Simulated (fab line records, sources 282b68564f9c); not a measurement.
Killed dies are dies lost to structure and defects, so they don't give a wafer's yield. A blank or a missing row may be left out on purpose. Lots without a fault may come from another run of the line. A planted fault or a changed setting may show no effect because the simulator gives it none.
fab line records | flow rit_cmos
record lots=13 wafers=39 last_day=8
route steps=202 shown PRETRO@67
lots that met no fault: from a run of the same line without faults
start_h: hours from the record's first day to the start of the lot's first wafer shown | wait_h: hours since the lot's step before | " the same as in the row above | L1.1+2: a row that stands for several wafers | - no value, or no start given | * or withheld: withheld | < > ~ a bound
route shown NAME@n: a module of which the file shows steps, and the number in the route of the first | usual: mean/standard deviation of fault-free wafers | same: alike in all rows | chamber/n: place in a boat | sites: the reading at each site | _std_site: their standard deviation | _edge_site: outer sites' mean less inner sites' | radius_mm: how far each site lies from the wafer's centre | mask NAME#n: copy n | behind: the tool/chamber that last shaped the wafer | hold: why the lot was held/for how many hours/how that ended | device: the transistor (n, p or np) that didn't switch | end of line: the same wafers' tests at the end of the route | a step without rows: its recipe alone | killed: dies lost to structure and defects at the first sort, not the wafer's yield | map: a wafer's dies, x killed, . not, _ none there
set.NAME: the setting as run; set.NAME@STEP: as run at that earlier step | model.NAME: the simulator's own value behind a step, which no gauge read
steps of the route over a sample of lots; a table a step, a row a wafer
services: from which hour (start_h, from the record's first day; less than 0 if before it) a tool's chamber was out of use, for how many hours, and why
## steps
# step RIT_PRETRO_EXPOSE_03
# recipe mask_id=M5 na=0.57 target_cd_nm=43700 dose_mj=250
# columns lot.wafer tool chamber start_h wait_h mask
L630.2+4+6 iline_stepper-02 0 32.39 0.2 M5#0
L631.1+4+6 iline_stepper-02 0 37.27 0.1 M5#0
L632.1+5+6 iline_stepper-02 0 40.76 0.1 M5#0
L633.1+2+3 iline_stepper-02 0 45.41 0.1 M5#0
L634.1+3+5 iline_stepper-01 0 58.74 0.2 M5#0
L636.2+3+5 iline_stepper-01 0 70.42 0.2 M5_R1#0
L637.1+3+4 iline_stepper-01 0 74.66 0.1 M5#0
L644.3+4+5 iline_stepper-02 0 103.23 0.2 M5#0
L645.1+5+6 iline_stepper-02 0 107.94 0.1 M5#0
L649.1+4+6 iline_stepper-02 0 128.97 0.1 M5#0
L651.1+3+5 iline_stepper-02 0 137.03 0.2 M5#0
L652.3+4+5 iline_stepper-02 0 141.67 0.1 M5#0
L653.2+5+6 iline_stepper-01 0 148.12 1.0 M5#0
## services
# columns tool chamber start_h hours kind
iline_stepper-02 - 8.78 4.4 pm
iline_stepper-02 - 25.70 1.8 repair
iline_stepper-01 - 27.52 4.3 pm
iline_stepper-01 - 119.09 28.9 pm
iline_stepper-02 - 145.97 35.9 repair
## key
first_sign step=RIT_PRETRO_EXPOSE_03 reading=mask direction=changed
effect none on later readings
met_at RIT_PRETRO_EXPOSE_03
struck_lots L636
tester_left_out L636
onset_between 58.74 70.42
fault kind=wrong_mask tool=any chamber=- onset_h=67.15 steps=RIT_PRETRO_EXPOSE_03 aux_copy=M5_R1#0 cd_offset_nm=-350 scope=struck_lots_only
# tester_left_out: of these lots the tester's yield and bins aren't shown, on N5 and GAA mostly nor the transistor test; their killed dies are dies lost to structure and defects alone, not to doping, threshold or leakage, so they don't give the yield
